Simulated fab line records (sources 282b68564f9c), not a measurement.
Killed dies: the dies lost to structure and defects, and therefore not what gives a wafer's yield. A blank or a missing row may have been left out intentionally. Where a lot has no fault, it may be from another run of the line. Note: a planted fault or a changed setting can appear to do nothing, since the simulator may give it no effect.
Which of the tools did it? -- flow rit cmos -- Sampling: 15 lots, 45 wafers, 3 of 202 route steps

WHAT THE GAUGES READ, wafer by wafer
RIT_FOX2_THK_MEAS_01. Usual: FOX2_OXIDE_THK gives 353 nm (standard deviation 6.4).
lot,measured,on,FOX2_OXIDE_THK (nm),flag
L298,day 2 03:28,film metro-03,350 346 349,
L299,day 2 03:29,film metro-02,346 350 352,
L300,day 2 11:45,film metro-01,352 351 348,
L301,day 2 13:02,film metro-01,353 351 351,
L304,day 3 02:46,film metro-01,366 359 355,
L305,day 3 10:47,film metro-01,346 347 348,
L306,day 3 15:58,film metro-03,343 346 353,
L312,day 4 19:31,film metro-02,351 359 356,
L313,day 5 04:11,film metro-01,341 341 341,
L314,day 5 10:08,film metro-01,347 352 348,
L315,day 5 11:28,film metro-01,356 358 353,
L316,day 5 17:29,film metro-02,350 352 354,
L317,day 5 21:12,film metro-01,359 354 354,
L319,day 6 06:09,film metro-03,344 341 343,
L320,day 6 11:52,film metro-03,360 357 357,

RIT_FOX2_THK_MEAS_90. Usual: FIELD_OXIDE_LEFT_1_THK gives 326 nm (standard deviation 6.4).
lot,measured,on,FIELD_OXIDE_LEFT_1_THK (nm),flag
L298,day 2 04:21,film metro-01,322 318 321,
L299,day 2 04:22,film metro-02,319 322 325,
L300,day 2 12:41,film metro-02,324 323 321,
L301,day 2 13:55,film metro-03,326 324 324,
L304,day 3 04:33,film metro-01,339 332 328,
L305,day 3 11:44,film metro-03,318 319 320,
L306,day 3 19:07,film metro-01,315 319 326,
L312,day 4 20:23,film metro-01,323 332 328,
L313,day 5 05:04,film metro-03,314 314 314,
L314,day 5 11:01,film metro-03,320 325 321,
L315,day 5 12:25,film metro-01,329 331 326,
L316,day 5 18:26,film metro-01,324 325 327,
L317,day 5 22:08,film metro-03,331 327 326,
L319,day 6 07:47,film metro-02,317 314 316,
L320,day 6 12:49,film metro-03,333 330 330,

RIT_NRETRO_OVL_MEAS_06. Usual: NRETRO_OVL gives -0.8 nm (standard deviation 1.5).
lot,measured,on,NRETRO_OVL (nm),flag
L298,day 2 16:13,overlay-02,-0.3 -0.7 -1.2,
L299,day 2 16:35,overlay-01,1.6 -1.0 -1.5,
L300,day 2 22:34,overlay-02,-2.3 -2.8 -2.0,
L301,day 3 01:11,overlay-02,-0.4 0.6 0.6,
L304,day 3 15:59,overlay-01,-3.5 -1.0 -2.5,
L305,day 3 22:11,overlay-02,0.9 2.8 1.9,
L306,day 4 06:17,overlay-01,-4.0 -2.4 -4.0,
L312,day 5 08:20,overlay-01,-0.4 -1.8 -1.3,
L313,day 5 15:35,overlay-02,1.3 0.1 -0.5,
L314,day 5 20:52,overlay-02,-0.5 0.3 0.4,
L315,day 5 22:34,overlay-01,1.8 0.6 0.1,
L316,day 6 04:25,overlay-01,-2.0 -1.3 -3.8,
L317,day 6 09:31,overlay-02,-0.5 0.4 1.1,
L319,day 6 18:17,overlay-02,-1.1 1.1 -1.6,
L320,day 6 23:31,overlay-01,-1.1 0.5 0.0,

TOOL THAT RAN EACH LOT (tool first, then ch and the chambers of the sampled wafers, then the start)
Record: no process step prior to these readings.

AS READ BY THE TOOLS THEMSELVES (means over the sampled wafers that have a number; for cases with no such wafer, the mark the record gives instead)
The record holds no such reading with a usual standard deviation.

THE ANSWER, worked out from the rows above alone
Rule: take the mean of a lot's wafers that have a number; if it is more than 3 standard deviations from the usual mean, the lot is off. A lot without any number at a reading at which 4 lots or more have one is off too. Any other lot the step has rows for is counted as sound. Order of review: gauges by route order, followed by the tools' own readings, for which a lot's mean as printed above is used. At the first step where some lot is off, the reading lying furthest off is the one used; lots without a number count as furthest.
No lot is off on any of the readings shown, so nothing can be concluded from this.

WHAT WAS PUT IN BY THE SIMULATOR
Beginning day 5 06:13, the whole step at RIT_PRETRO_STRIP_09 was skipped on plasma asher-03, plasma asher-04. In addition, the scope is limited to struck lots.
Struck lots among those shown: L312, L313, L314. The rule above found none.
